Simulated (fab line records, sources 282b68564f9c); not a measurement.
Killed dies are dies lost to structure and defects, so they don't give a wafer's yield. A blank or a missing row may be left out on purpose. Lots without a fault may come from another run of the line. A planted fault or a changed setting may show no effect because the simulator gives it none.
A struck lot beside a sound one | flow rit_cmos | 28 steps out of a route of 202
Sound: wafers L801.3, L801.5, L801.6. Struck: wafers L805.2, L805.5, L805.6. The cause comes at the end.
At each step with rows: each side's tool, then ch and its chambers, then its first start. Under that, the readings that differ: sound wafers | struck wafers | difference of the means | sigmas: that difference in standard deviations of wafers without a fault.
alike: readings whose means differ by less than 2 such deviations, and words and numbers that are the same on both sides. not compared: withheld readings, readings that some wafer has no value for, bounds like >300 that may hide the same value, and numbers for which the record gives no deviation and whose values overlap.
The two part at a step that has a row with sigmas, a row that says differs or no value, or rows on one side only. Numbers that don't overlap but have no deviation are shown without sigmas and don't part them. A reading that every wafer of one side lacks parts them only if that side has two wafers or more.

RIT_ACTIVE_BOW_MEAS_00:
  sound on film_metro-01, day 3 02:02; struck on film_metro-01, day 3 22:01
  alike: INCOMING_BOW
RIT_ACTIVE_OXIDATION_01: target thk 46.8 nm, ox time 3360 s.
  sound on furnace-01 ch 0, day 3 05:05; struck on furnace-03 ch 0, day 3 22:20
  reading                                       | sound                | struck               | difference | sigmas
  spike_tc_centre_C (C)                         | 1002.6 1003.1 1002.0 | 982.7 983.4 982.8    | -19.6      | -20
  spike_tc_source_C (C)                         | 1023.0 1021.5 1023.0 | 1025.8 1024.7 1026.6 | +3.2       | +2
  zone_power_source_pct (%)                     | 35.4 34.9 35.3       | 38.0 38.4 38.7       | +3.2       | +5
  model.SiO2_of_ACTIVE_OXIDATION_01.thk_nm (nm) | 47.36 46.72 47.64    | 41.3 41.62 42.2      | -5.5       |
RIT_ACTIVE_THK_MEAS_02:
  sound on film_metro-02, day 3 07:02; struck on film_metro-04, day 4 00:16
  reading               | sound          | struck         | difference | sigmas
  ACTIVE_OXIDE_THK (nm) | 47.4 46.7 47.6 | 41.3 41.7 42.2 | -5.5       | -7
then, 1 step without rows for these wafers: RIT_ACTIVE_CVD_03 (deposits Si3N4 from SiH2Cl2/NH3, target thk 150 nm, time 1500 s).
RIT_ACTIVE_THK_MEAS_04:
  sound on film_metro-01, day 3 09:13; struck on film_metro-02, day 4 02:53
  alike: ACTIVE_NITRIDE_THK
then, 6 steps without rows for these wafers: RIT_ACTIVE_HMDS_05 (prime time 60 s); RIT_ACTIVE_COAT_06 (resist thk 1000 nm); RIT_ACTIVE_SOFTBAKE_07 (time 60 s); RIT_ACTIVE_EXPOSE_08 (exposes mask M1, target cd 1400 nm); RIT_ACTIVE_PEB_09; RIT_ACTIVE_DEVELOP_10 (develop time 50 s).
RIT_ACTIVE_CD_MEAS_11: target cd 1400 nm.
  sound on cd_sem-01, day 3 10:17; struck on cd_sem-02, day 4 03:59
  reading    | sound                | struck               | difference | sigmas
  cd_nm (nm) | 1396.1 1395.1 1397.2 | 1401.9 1402.8 1402.6 | +6.3       | +4
then, 1 step without rows for these wafers: RIT_ACTIVE_HARDBAKE_12 (time 60 s).
RIT_ACTIVE_ETCH_13: etches Si3N4 in SF6, stops on SiO2, time 210 s, target depth 210 nm.
  sound on rie_diel-03 ch 0,2,3, day 3 10:31; struck on rie_diel-01 ch 0,2,3, day 4 04:16
  alike: drypump_motor_current_A, oes_product_au, throttle_valve_pct
  not compared: rf_hours_counter_h
RIT_ACTIVE_STRIP_14: strips in O2, time 180 s.
  sound on plasma_asher-04 ch 0,1, day 3 10:42; struck on plasma_asher-04 ch 0,1, day 4 04:23
  alike: drypump_motor_current_A
  not compared: rf_hours_counter_h
RIT_ACTIVE_CD_MEAS_90: target cd 1400 nm.
  sound on cd_sem-02, day 3 10:52; struck on cd_sem-02, day 4 04:35
  reading    | sound                | struck               | difference | sigmas
  cd_nm (nm) | 1396.1 1395.2 1396.6 | 1401.9 1403.1 1402.6 | +6.6       | +4
then, 4 steps without rows for these wafers: RIT_ACTIVE_CLEAN_15 (cleans in SC1, time 600 s); RIT_ACTIVE_CLEAN_16 (cleans in dHF, time 30 s); RIT_ACTIVE_CLEAN_17 (cleans in SC2, time 600 s); RIT_FOX1_OXIDATION_00 (target thk 350.7 nm, ox time 1130 s).
RIT_FOX1_THK_MEAS_01:
  sound on film_metro-03, day 3 12:38; struck on film_metro-03, day 4 08:04
  alike: FOX1_OXIDE_THK
then, 2 steps without rows for these wafers: RIT_FOX1_WET_ETCH_02 (etches SiO2 in BOE, target depth 350 nm, time 390 s); RIT_FOX2_OXIDATION_00 (target thk 350.7 nm, ox time 1130 s).
RIT_FOX2_THK_MEAS_01:
  sound on film_metro-03, day 3 14:08; struck on film_metro-04, day 4 10:52
  alike: FOX2_OXIDE_THK
then, 1 step without rows for these wafers: RIT_FOX2_CLEAN_02 (cleans in dHF, time 180 s).
RIT_FOX2_WET_ETCH_03: etches Si3N4 in H3PO4, target depth 195 nm, time 2700 s.
  sound on wet_bench-01 ch 3, day 3 14:14; struck on wet_bench-01 ch 1, day 4 10:59
  reading                                       | sound             | struck           | difference | sigmas
  model.SiO2_of_ACTIVE_OXIDATION_01.thk_nm (nm) | 40.66 41.57 42.15 | 36.94 36.8 37.72 | -4.31      |
  alike: temp_c
RIT_FOX2_THK_MEAS_90:
  sound on film_metro-03, day 3 15:00; struck on film_metro-02, day 4 11:50
  alike: FIELD_OXIDE_LEFT_1_THK
RIT_M1_PROBE_99:
  sound on prober-02, day 5 11:59; struck on prober-02, day 6 03:19
  reading                             | sound          | struck         | difference | sigmas
  model.etest.pldd.width_nm (nm)      | 3162 3169 3174 | 3239 3238 3223 | +65        |
  model.etest.nldd.width_nm (nm)      | 3170 3182 3160 | 3225 3242 3220 | +58        |
  model.etest.pplus_sal.width_nm (nm) | 3435 3448 3437 | 3487 3483 3480 | +43        |
  model.etest.nplus_sal.width_nm (nm) | 3452 3449 3409 | 3490 3486 3481 | +49        |
  alike: killed_at_contacts, killed_at_front_end, killed_dies, killed_open, killed_short
  not compared: model.etest.nmos_narrow.drive_ua_um, model.etest.pmos_narrow.drive_ua_um

WHERE THEY PART
First at RIT_ACTIVE_OXIDATION_01; last, within this record, at RIT_ACTIVE_CD_MEAS_90. Later steps at which nothing parts them and some readings are alike: RIT_FOX1_THK_MEAS_01, RIT_FOX2_THK_MEAS_01, RIT_FOX2_WET_ETCH_03, RIT_FOX2_THK_MEAS_90, RIT_M1_PROBE_99.

WHY: what the simulator had put in
Process parameter drift: furnace-03, from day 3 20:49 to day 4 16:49, at RIT_ACTIVE_OXIDATION_01. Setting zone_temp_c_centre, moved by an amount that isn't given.
